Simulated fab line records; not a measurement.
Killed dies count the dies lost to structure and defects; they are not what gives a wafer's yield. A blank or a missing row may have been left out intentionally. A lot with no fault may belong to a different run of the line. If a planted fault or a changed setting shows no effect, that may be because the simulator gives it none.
Split-lot experiment ; flow rit-cmos ; 5 lots, 23 wafers read, on a route of 202 steps

## THE SPLIT ITSELF
At RIT_PWELL_IMPLANT_08, the setting energy-kev was moved away from the recipe's 170 on 7 of the 23 wafers read, by -5.4% to +3.5%. The other wafers ran this setting at the recipe's value.

Reading taken at the split's own step.

## THE READING
The simulator's own value implant.drp-nm, read by no gauge, in nm at RIT_PWELL_IMPLANT_08. The file gives no usual value for it.

wafer;tool, chamber at the split;energy-kev as run;against the recipe;implant.drp-nm, nm;against lot-mates on the recipe
L074.1;implanter-04, 0;166;-2.4%;102.1;-0.8
L074.6;implanter-04, 0;166;-2.4%;102.1;-0.8
L074.2;implanter-04, 0;170;recipe;102.9;-
L074.3;implanter-04, 0;170;recipe;102.9;-
L074.4;implanter-04, 0;170;recipe;102.9;-
L076.1;implanter-01, 0;176;+3.5%;103.8;+0.9
L076.6;implanter-01, 0;176;+3.5%;103.8;+0.9
L076.2;implanter-01, 0;170;recipe;102.9;-
L076.3;implanter-01, 0;170;recipe;102.9;-
L076.5;implanter-01, 0;170;recipe;102.9;-
L080.2;implanter-01, 0;170;recipe;102.9;-
L080.3;implanter-01, 0;170;recipe;102.9;-
L080.6;implanter-01, 0;170;recipe;102.9;-
L083.1;implanter-01, 0;170;recipe;102.9;-
L083.6;implanter-01, 0;170;recipe;102.9;-
L083.2;implanter-01, 0;160.9;-5.4%;100.8;-2.1
L083.3;implanter-01, 0;160.9;-5.4%;100.8;-2.1
L083.5;implanter-01, 0;160.9;-5.4%;100.8;-2.1
L084.2;implanter-01, 0;170;recipe;102.9;-
L084.3;implanter-01, 0;170;recipe;102.9;-
L084.4;implanter-01, 0;170;recipe;102.9;-
L084.5;implanter-01, 0;170;recipe;102.9;-
L084.6;implanter-01, 0;170;recipe;102.9;-

FIT RESULTS
A straight line over all 23 wafers: implant.drp-nm changes by +0.353 nm for each +1% of energy-kev; r = +0.99; the points scatter about the line by 0.12 nm.
The same after taking each lot's own level away (the mean of its wafers on the recipe; 23 wafers): +0.353 nm for each +1%; r = +0.99; scatter 0.12 nm.
On that fit, the largest move of energy-kev shifts the reading by 1.9 nm.
The lots' own levels span 102.90 to 102.90 nm.
Consequently the slope shifts little with the lot-to-lot level, the two slopes agreeing.
Check: for one of the wafers moved furthest among these (-5.4%), held out of the fit, the line's prediction against its lot-mates is -1.9 nm. Against them it came out at -2.1 nm.

## THESE WAFERS: OTHER SPLITS
Before the reading, these wafers also passed through other splits. Each is held against what the fit with the lots' levels taken away leaves over:
other split on the same wafers;wafers away from the commonest value;r with implant.drp-nm (lot level and that fit taken away)
RIT_ACTIVE_CVD_03 temp-c;18;+0.30
RIT_ACTIVE_COAT_06 spin-rpm;7;+0.00
RIT_ACTIVE_ETCH_13 pressure-mtorr;15;-0.16
RIT_FOX1_WET_ETCH_02 time-s;18;-0.32
RIT_NWELL_IMPLANT_08 energy-kev;12;-0.05

## THE WHOLE CHAIN: every reading that the file lists as answering this split, in the file's order
step;what it does;reading;change (the file's fit);r (the file's)
RIT_PWELL_IMPLANT_08;;implant.rp-nm (the simulator's own value, which no gauge read);+3.77 nm for each +1% of the setting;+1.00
RIT_PWELL_IMPLANT_08;;implant.drp-nm (the simulator's own value, which no gauge read);+0.348 nm for each +1% of the setting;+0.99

## THE FILE'S OWN FIT
implant.drp-nm changes by +0.348 nm for each +1% of energy-kev, r = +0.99.
